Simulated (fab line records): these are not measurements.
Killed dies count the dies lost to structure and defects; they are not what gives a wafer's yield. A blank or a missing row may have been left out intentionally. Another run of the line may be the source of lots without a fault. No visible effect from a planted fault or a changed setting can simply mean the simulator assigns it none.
Problem report in the 8D (eight disciplines) form, filled by code -- flow rit-cmos -- the parts of the form that need people (team, actions taken, sign-off) are left out

1. THE ISSUE
Mean CONTACT_TEOS_THK at RIT_CONTACT_THK_MEAS_01: 528 nm over 3 wafers in 2 lots; fault-free wafers: 401 nm, standard deviation 4.9. Measured from the usual mean, that is +26 standard deviations.
Seen first at day 6 01:04 on film-metro-04, wafer L771.3. Wafers with a number at this step in the record: 36, from 12 lots. Rule for "out" (also "out of limits"): further than 4 standard deviations from the usual mean. Any other wafer with a number is counted as sound.

2. WHAT IT IS, AND WHAT IT ISN'T
question,is,is not
which readings at this step,CONTACT_TEOS_THK,-
which lots,"L771, L773","L758, L759, L760, L761, L762, L763, L777, L779, L780, L781"
which wafers of those lots,"L771.3, L771.6, L773.2","L771.5, L773.1, L773.3"
read on which gauges,film-metro-04,film-metro-02
when,from day 6 01:04,"up to then (19 sound wafers); but 14 sound wafers of L773, L777, L779, L780, L781 came after"

3. SUSPECTS, AND WHAT RULES EACH OUT
Counting: any tool at a process step up to the reading remains a suspect provided it ran every lot that is out. Sound lots after the first of them don't rule it out here, since some wafers of a struck lot are sound.
- the gauge at RIT_CONTACT_THK_MEAS_01 has been ruled out. All the wafers that are out were read on film-metro-04, but those of them that RIT_M1_PROBE_99 has rows for are out there too, on other tools.
- pecvd-04 at RIT_CONTACT_CVD_00 (deposits SiO2 from TEOS, target thk 400 nm, time 61 s): kept. It processed each lot that is out (first: L771, day 6 00:59); up to then, its last sound lot is L763 (day 4 14:22).
- Within pecvd-04 at RIT_CONTACT_CVD_00: the wafers that are out ran in chamber 1; their sound lot-mates ran in chambers 0, 2.
The count leaves pecvd-04 at RIT_CONTACT_CVD_00.

4. THE CAUSE (what the simulator had put in)
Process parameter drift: pecvd-04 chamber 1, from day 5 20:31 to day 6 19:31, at RIT_CONTACT_CVD_00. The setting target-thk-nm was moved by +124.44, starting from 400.
Only this tool survived the counting.

5. THE CHAIN OF EFFECTS, in route order
One row per reading whose mean, taken over the struck wafers that have a number, lies over 3 standard deviations from the usual. Only readings whose record carries a usual standard deviation are examined. hours: median over the lots of the time between each lot's start at the first step of this table that gives one and its start at this step. sigmas: the change, counted in usual standard deviations.
hours,step,reading,usual,on struck wafers,change,sigmas
0,RIT_CONTACT_THK_MEAS_01,CONTACT_TEOS_THK,401 nm,528,+127,+26
7,RIT_M1_PROBE_99,killed-at-contacts,0.0,257.3,+257.3,+99 or more
7,RIT_M1_PROBE_99,killed-dies,7,264,+257,+83
7,RIT_M1_PROBE_99,killed-on-rim,1.8,70.0,+68.2,+52
The process steps in it:
- RIT_M1_PROBE_99

6. HOW IT WOULD HAVE BEEN CAUGHT EARLIER
In this record the first reading out of limits at a measuring or inspecting step was taken at day 6 01:04, 5 hours after the fault began at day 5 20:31.
No tool reading at RIT_CONTACT_CVD_00 that has a usual standard deviation in the record was out on any struck wafer, so an alarm limit of 4 standard deviations on those readings would not have fired.
Of the lots that are out (2), L773 began RIT_CONTACT_CVD_00 on pecvd-04 after day 6 01:04. Holding the tool at that time would have saved it.
